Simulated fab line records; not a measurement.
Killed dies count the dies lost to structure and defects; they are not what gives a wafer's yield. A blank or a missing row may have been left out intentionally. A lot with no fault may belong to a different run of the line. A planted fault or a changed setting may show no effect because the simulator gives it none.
Chamber matching    flow berkeleyCmos170    UCB170_CONTACT_ETCH_17 on rieDiel-01 has 4 sister chambers
The step etches BARC in N2/H2. 4 wafers are shown with their chamber, then 7 later ones without.

WAFERS WITH THEIR CHAMBER
wafer   chamber  drypumpMotorCurrentA (A)
L157.5  1        6.1
L167.2  0        6.4
L168.2  3        6.2
L168.3  2        5.4

WAFERS WITH NO CHAMBER GIVEN
wafer   drypumpMotorCurrentA (A)
L168.4  6.4
L165.1  5.4
L165.3  6.0
L165.4  6.2
L170.2  6.2
L170.4  5.4
L170.5  5.4

CHAMBER TAKEN BY EACH
wafer   from the rows above  in truth
L168.4  0                    0
L165.1  2                    2
L165.3  1                    1
L165.4  3                    3
L170.2  3                    3
L170.4  2                    2
L170.5  2                    2
Placed correctly: 7 of 7. Left unplaced by these rows: 0. Number placed wrongly: 0.
How it was worked out, from the rows above alone: a wafer's distance from a chamber is the root of the sum, over the readings, of the square of ((its reading less the chamber's mean) divided by the reading's scatter). The wafer belongs to the nearest chamber; if the next one is less than 2 further off, it can't be placed. The mean given for a chamber averages the wafers shown for that chamber. The scatter: with one shown wafer a chamber, the root of the mean of the squares of how far each hidden wafer lies from its nearest shown one.
